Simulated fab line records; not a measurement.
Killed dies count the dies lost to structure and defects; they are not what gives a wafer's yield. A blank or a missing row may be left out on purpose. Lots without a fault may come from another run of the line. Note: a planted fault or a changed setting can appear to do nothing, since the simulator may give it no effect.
Which tool was responsible?    flow rit-cmos    7 lots, 21 wafers sampled, at 2 steps of a route of 202

WHAT THE GAUGES READ, wafer by wafer
RIT_CONTACT_THK_MEAS_01.
lot   measured     on             CONTACT_TEOS_THK (nm)
L528  day 3 21:27  film-metro-01  399 403 409
L530  day 4 07:08  film-metro-01  393 392 395
L535  day 5 03:52  film-metro-03  399 406 407
L536  day 5 12:36  film-metro-03  404 400 396
L542  day 6 12:26  film-metro-01  627 408 404
L546  day 7 14:04  film-metro-04  404 395 406
L549  day 7 23:20  film-metro-03  394 389 399

EACH LOT AND THE TOOL THAT RAN IT (in order: tool; ch and the chambers of the sampled wafers; start)
lot   RIT_CONTACT_CVD_00
L528  pecvd-03 ch 0,1,2, day 3 21:23
L530  pecvd-04 ch 0,2, day 4 07:05
L535  pecvd-03 ch 1,2, day 5 03:47
L536  pecvd-04 ch 0,1,2, day 5 12:33
L542  pecvd-04 ch 0,1,2, day 6 12:22
L546  pecvd-03 ch 0,1,2, day 7 14:00
L549  pecvd-03 ch 0,2, day 7 23:17
- RIT_CONTACT_CVD_00: deposits SiO2 from TEOS, target thk 400 nm, time 61 s.

THE ANSWER, worked out from the rows above alone
Rule: usual is defined by the lots themselves. Put in order of their means at a reading, lots are off if they are a third of the lots or fewer, leave a main group of 4 or more, and stand apart from it by a gap of 3 or more times the standard deviation of the main group's means; of several such gaps the widest counts. The tables above print the reading to a certain number of digits; a main group whose means all agree to those digits is not used. Also off: a lot with no number at a reading for which 4 or more lots have one. All remaining lots with rows at the step are treated as sound.
Off: L542, seen at RIT_CONTACT_THK_MEAS_01 (CONTACT_TEOS_THK). The main group: mean 399 nm, standard deviation 4.3.
A tool fits if, at a process step before that reading, it ran every lot that is off, and no sound lot after the first of them. Those tools and the gauges at RIT_CONTACT_THK_MEAS_01 are tried in the same way. 2 tools fit, pecvd-04 at RIT_CONTACT_CVD_00 and film-metro-01 at RIT_CONTACT_THK_MEAS_01, so this cannot tell which one it is.

WHAT WAS PUT IN BY THE SIMULATOR
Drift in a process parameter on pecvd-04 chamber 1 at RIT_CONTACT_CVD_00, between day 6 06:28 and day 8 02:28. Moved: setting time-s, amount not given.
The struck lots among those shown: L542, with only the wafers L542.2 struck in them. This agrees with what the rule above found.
